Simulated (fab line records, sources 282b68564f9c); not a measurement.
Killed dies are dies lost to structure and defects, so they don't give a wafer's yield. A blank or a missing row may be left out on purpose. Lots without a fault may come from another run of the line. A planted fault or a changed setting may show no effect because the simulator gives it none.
One fault seen from 2 desks | flow rit_cmos | each desk has only its own numbers; what lay behind them comes last

THE METROLOGY DESK
What the gauges read, lot by lot, whatever tool the lot ran on: means of the sampled wafers that have a number. A lot is out of limits, marked OUT, if its mean lies more than 4 standard deviations from the usual mean; the brackets give that distance.
Columns: A = FIELD_OXIDE_LEFT_2_THK at RIT_FOX2_THK_MEAS_91, usual 255 nm
lot  | first seen here | A
L604 | day 2 12:36     | 251
L605 | day 2 17:07     | 246
L606 | day 2 19:04     | 248
L607 | day 2 23:11     | 256
L608 | day 3 05:16     | 250
L609 | day 3 10:13     | 253
L610 | day 3 15:10     | 258
L611 | day 3 18:37     | 289 (+5.3) OUT
L612 | day 4 00:29     | 280
L614 | day 4 11:31     | 246
L615 | day 4 14:39     | 288 (+5.2) OUT
L620 | day 5 16:33     | 259
L624 | day 6 13:23     | 250
L626 | day 6 22:34     | 263
L627 | day 7 02:38     | 255
This desk's finding: out of limits on L611, L615; first on L611, day 3 18:37 (FIELD_OXIDE_LEFT_2_THK at RIT_FOX2_THK_MEAS_91). In limits: L604, L605, L606, L607, L608, L609, L610, L612, L614, L620, L624, L626, L627.

THE TOOL OWNER'S DESK: wet_bench-02
The tool's own readings at RIT_GATE_WET_ETCH_00 (etches SiO2 in BOE, target depth 56 nm, time 60 s): means of the sampled wafers that have a number, for each lot that ran on this tool. A lot is out of limits, marked OUT, if its mean lies more than 4 standard deviations from the usual mean; the brackets give that distance.
Columns: A = run_length_s at RIT_GATE_WET_ETCH_00, usual 88 s
lot  | first seen here | A
L604 | day 2 12:11     | 87
L606 | day 2 18:40     | 88
L607 | day 2 22:46     | 87
L608 | day 3 04:49     | 92
L609 | day 3 09:45     | 94
L611 | day 3 18:11     | 65 (-7.0) OUT
L612 | day 4 00:02     | 64 (-7.3) OUT
L615 | day 4 14:13     | 58 (-9.1) OUT
This desk's finding: out of limits on L611, L612, L615; first on L611, day 3 18:11 (run_length_s at RIT_GATE_WET_ETCH_00). In limits: L604, L606, L607, L608, L609.

PUT TOGETHER
The tool owner's desk could have raised an alarm at day 3 18:11, on L611, L612, L615.
The metrology desk could have raised an alarm at day 3 18:37, on L611, L615.
The metrology desk has L612 on record, within its limits.
Of the lots named, all ran RIT_GATE_WET_ETCH_00 on wet_bench-02.

WHAT THE SIMULATOR HAD PUT IN
Process parameter drift: wet_bench-02, from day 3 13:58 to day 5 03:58, at RIT_GATE_WET_ETCH_00. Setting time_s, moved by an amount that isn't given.
Lots struck among those shown: L611, L612, L615.
Hours from the fault's start to each desk's first reading out of limits: the tool owner's desk, 4; the metrology desk, 5.
